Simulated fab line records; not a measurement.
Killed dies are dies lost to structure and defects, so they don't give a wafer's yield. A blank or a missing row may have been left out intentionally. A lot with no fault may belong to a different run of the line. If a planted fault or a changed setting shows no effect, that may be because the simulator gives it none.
Which tool did it?    flow berkeleyCmos170    15 lots with 45 wafers sampled at 3 steps, on a route of 331 steps

## WHAT THE GAUGES READ, wafer by wafer
UCB170_M3_RS_MEAS_02: a four-point-probe measurement.
lot   measured      on            M3_AL_RS (ohm/sq)
L601  day 8 14:44   filmMetro-04  0.0320 0.0317 0.0321
L602  day 9 02:20   filmMetro-04  0.0325 0.0323 0.0327
L604  day 9 14:08   filmMetro-01  0.0314 0.0316 0.0313
L605  day 9 19:05   filmMetro-02  0.0320 0.0320 0.0318
L607  day 9 20:42   filmMetro-01  0.0323 0.0321 0.0324
L606  day 10 10:22  filmMetro-04  0.0317 0.0319 0.0325
L611  day 10 18:07  filmMetro-04  0.0411 0.0406 0.0399
L612  day 10 23:48  filmMetro-01  0.0325 0.0319 0.0321
L613  day 11 19:07  filmMetro-04  0.0322 0.0321 0.0327
L614  day 11 19:53  filmMetro-02  0.0411 0.0424 0.0410
L616  day 12 06:07  filmMetro-02  0.0318 0.0318 0.0319
L615  day 12 06:29  filmMetro-01  0.0415 0.0418 0.0406
L618  day 12 07:51  filmMetro-02  0.0322 0.0324 0.0320
L617  day 12 09:17  filmMetro-02  0.0320 0.0318 0.0320
L621  day 14 01:28  filmMetro-04  0.0327 0.0325 0.0327

UCB170_M3_THK_MEAS_03: measures by xrf.
lot   measured      on            M3_AL_THK (nm)
L601  day 8 14:51   filmMetro-04  904 906 892
L602  day 9 02:26   filmMetro-04  892 899 881
L604  day 9 14:16   filmMetro-01  928 919 926
L605  day 9 19:12   filmMetro-02  905 909 919
L607  day 9 20:47   filmMetro-01  899 906 897
L606  day 10 10:28  filmMetro-04  914 902 893
L611  day 10 18:14  filmMetro-04  749 758 772
L612  day 10 23:55  filmMetro-01  895 916 906
L613  day 11 19:12  filmMetro-04  897 899 882
L614  day 11 20:01  filmMetro-02  753 731 754
L616  day 12 06:14  filmMetro-02  911 911 908
L615  day 12 06:35  filmMetro-01  743 744 758
L618  day 12 07:58  filmMetro-02  898 899 902
L617  day 12 09:24  filmMetro-02  908 912 907
L621  day 14 01:34  filmMetro-04  884 893 883

## WHAT TOOL EACH LOT RAN ON (gives the tool, then ch and the chambers of the sampled wafers, and finally the start)
lot   UCB170_M3_SPUTTER_01
L601  pvdSputter-04, day 8 14:38
L602  pvdSputter-02, day 9 02:13
L604  pvdSputter-03, day 9 14:03
L605  pvdSputter-02, day 9 19:00
L607  pvdSputter-02, day 9 20:34
L606  pvdSputter-04, day 10 10:16
L611  pvdSputter-04, day 10 18:02
L612  pvdSputter-03, day 10 23:43
L613  pvdSputter-02, day 11 18:58
L614  pvdSputter-04, day 11 19:48
L616  pvdSputter-03, day 12 06:01
L615  pvdSputter-04, day 12 06:22
L618  pvdSputter-02, day 12 07:46
L617  pvdSputter-03, day 12 09:11
L621  pvdSputter-02, day 14 01:22
- UCB170_M3_SPUTTER_01: material Al, target thk 900 nm, time 120 s.

## WHAT THE TOOLS THEMSELVES READ (means of the sampled wafers that have a number; where no wafer has one, the mark that the record gives instead)
UCB170_M3_SPUTTER_01.
lot   tool           throttleValvePct (%)
L601  pvdSputter-04  30.3
L602  pvdSputter-02  30.7
L604  pvdSputter-03  30.4
L605  pvdSputter-02  30.5
L607  pvdSputter-02  30.6
L606  pvdSputter-04  30.2
L611  pvdSputter-04  29.8
L612  pvdSputter-03  29.8
L613  pvdSputter-02  31.2
L614  pvdSputter-04  29.8
L616  pvdSputter-03  29.7
L615  pvdSputter-04  30.0
L618  pvdSputter-02  29.7
L617  pvdSputter-03  28.9
L621  pvdSputter-02  30.2

## THE ANSWER, worked out from the rows above alone
Rule: the lots themselves supply what counts as usual. The widest of any qualifying gaps counts: lots, ordered by their means at a reading, are off when they make up no more than a third of the lots, leave a main group of 4 or more, and stand apart from it by 3 or more times the standard deviation of that group's means. If all means in a main group match to the digits the tables above print for the reading, that group is not used. Also off: a lot with no number at a reading for which 4 or more lots have one. All remaining lots with rows at the step are treated as sound. Order of review: gauges by route order, followed by the tools' own readings, for which a lot's mean as printed above is used. At the first step where some lot is off, the reading lying furthest off is the one used; lots without a number count as furthest.
Off: L611, L614, L615, at UCB170_M3_RS_MEAS_02 (M3_AL_RS). For the main group the mean is 0.0321 ohm/sq and the standard deviation 0.00031.
A tool fits if, at a process step before that reading, it ran every lot that is off, and no sound lot after the first of them. Those tools and the gauges at UCB170_M3_RS_MEAS_02 are tried in the same way. One fits: UCB170_M3_SPUTTER_01 on pvdSputter-04. Its last sound lot is L606 (day 10 10:16), its first lot that is off L611 (day 10 18:02): a fault that began between those two fits.

## WHAT WAS PUT IN BY THE SIMULATOR
Site profile drift: pvdSputter-04, from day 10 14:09 on, at UCB170_M3_SPUTTER_01. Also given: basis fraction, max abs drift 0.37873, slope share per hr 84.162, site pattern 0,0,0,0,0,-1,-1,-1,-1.
Shown lots that were struck: L611, L614, L615. The rule above found the same.
